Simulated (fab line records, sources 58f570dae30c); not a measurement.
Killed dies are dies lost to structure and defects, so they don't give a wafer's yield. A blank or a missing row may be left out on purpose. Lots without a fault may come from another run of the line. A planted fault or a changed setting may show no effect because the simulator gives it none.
Which tool did it? | flow berkeley_cmos170 | 14 lots, 42 wafers sampled, at 2 steps of a route of 331

WHAT THE GAUGES READ, wafer by wafer
UCB170_GATE_CD_MEAS_90: target cd 350 nm.
lot  | measured     | on        | cd_nm (nm)
L590 | day 8 10:41  | cd_sem-02 | 351.3 350.2 350.0
L591 | day 8 10:58  | cd_sem-02 | 353.4 352.0 352.0
L595 | day 9 20:47  | cd_sem-01 | 349.1 350.1 349.2
L599 | day 10 11:37 | cd_sem-01 | 348.7 348.7 348.4
L601 | day 10 20:44 | cd_sem-02 | - - -
L602 | day 10 20:07 | cd_sem-01 | - - -
L603 | day 10 20:25 | cd_sem-02 | 347.2 349.1 350.4
L605 | day 11 08:07 | cd_sem-02 | 348.2 348.0 347.9
L607 | day 11 07:59 | cd_sem-02 | 350.0 349.7 350.2
L608 | day 11 17:22 | cd_sem-01 | 352.5 350.8 351.4
L609 | day 11 17:08 | cd_sem-01 | 350.8 350.3 348.2
L610 | day 12 03:05 | cd_sem-02 | 352.3 351.4 351.4
L611 | day 12 14:35 | cd_sem-01 | 350.5 350.5 348.3
L612 | day 12 15:05 | cd_sem-02 | 350.3 351.0 349.0

WHICH TOOL RAN EACH LOT (tool, then ch and the chambers of the sampled wafers, then the start)
lot  | UCB170_GATE_CVD_04
L590 | lpcvd-02 ch 0, day 8 08:02
L591 | lpcvd-02 ch 1, day 8 08:02
L595 | lpcvd-01 ch 0, day 9 17:49
L599 | lpcvd-02 ch 0, day 10 08:04
L601 | lpcvd-02 ch 0, day 10 17:28
L602 | lpcvd-02 ch 0, day 10 17:28
L603 | lpcvd-02 ch 1, day 10 17:28
L605 | lpcvd-01 ch 1, day 11 05:12
L607 | lpcvd-01 ch 0, day 11 05:12
L608 | lpcvd-02 ch 0, day 11 12:43
L609 | lpcvd-02 ch 1, day 11 12:43
L610 | lpcvd-01 ch 0, day 11 22:50
L611 | lpcvd-02 ch 1, day 12 10:36
L612 | lpcvd-02 ch 0, day 12 10:36
- UCB170_GATE_CVD_04: deposits poly-Si from SiH4, time 1440 s, target thk 214 nm.

WHAT THE TOOLS THEMSELVES READ (means of the sampled wafers that have a number; where no wafer has one, the mark that the record gives instead)
UCB170_GATE_CVD_04.
lot  | tool     | pressure_mtorr (mTorr) | sih4_flow_sccm (sccm) | spike_tc_source_C (C)
L590 | lpcvd-02 | 375.0                  | 119.7                 | 634.9
L591 | lpcvd-02 | 374.5                  | 120.1                 | 628.9
L595 | lpcvd-01 | 375.0                  | 120.1                 | 628.2
L599 | lpcvd-02 | 375.0                  | 119.8                 | 633.8
L601 | lpcvd-02 | -                      | -                     | -
L602 | lpcvd-02 | -                      | -                     | -
L603 | lpcvd-02 | 374.9                  | 120.3                 | 629.1
L605 | lpcvd-01 | 375.0                  | 119.7                 | 633.7
L607 | lpcvd-01 | 374.5                  | 120.3                 | 629.1
L608 | lpcvd-02 | 375.1                  | 120.3                 | 633.7
L609 | lpcvd-02 | 374.6                  | 119.7                 | 627.5
L610 | lpcvd-01 | 375.1                  | 119.8                 | 627.8
L611 | lpcvd-02 | 374.8                  | 119.6                 | 628.9
L612 | lpcvd-02 | 375.0                  | 120.0                 | 634.4

THE ANSWER, worked out from the rows above alone
Rule: what is usual is taken from the lots themselves. Put in order of their means at a reading, lots are off if they are a third of the lots or fewer, leave a main group of 4 or more, and stand apart from it by a gap of 3 or more times the standard deviation of the main group's means; of several such gaps the widest counts. A main group whose means are all the same, to the digits that the tables above print for the reading, isn't used. A lot without any number at a reading at which 4 lots or more have one is off too. The other lots that the step has rows for count as sound. The gauges are gone through in route order, then the tools' own readings, and for those a lot's mean is taken as printed above. The first step at which some lot is off is used, and at that step the reading that is off furthest; a lot without a number counts as furthest.
Off: L601, L602, at UCB170_GATE_CD_MEAS_90 (cd_nm). Without a number there: L601, L602. The main group: mean 350.1 nm, standard deviation 1.3.
A tool fits if, at a process step before that reading, it ran every lot that is off, and no sound lot after the first of them. The gauges at UCB170_GATE_CD_MEAS_90 aren't tried: what is off there is off at UCB170_GATE_CVD_04 too, on other tools, and a gauge's error can't cause that. None of those tried fits.

WHAT THE SIMULATOR HAD PUT IN
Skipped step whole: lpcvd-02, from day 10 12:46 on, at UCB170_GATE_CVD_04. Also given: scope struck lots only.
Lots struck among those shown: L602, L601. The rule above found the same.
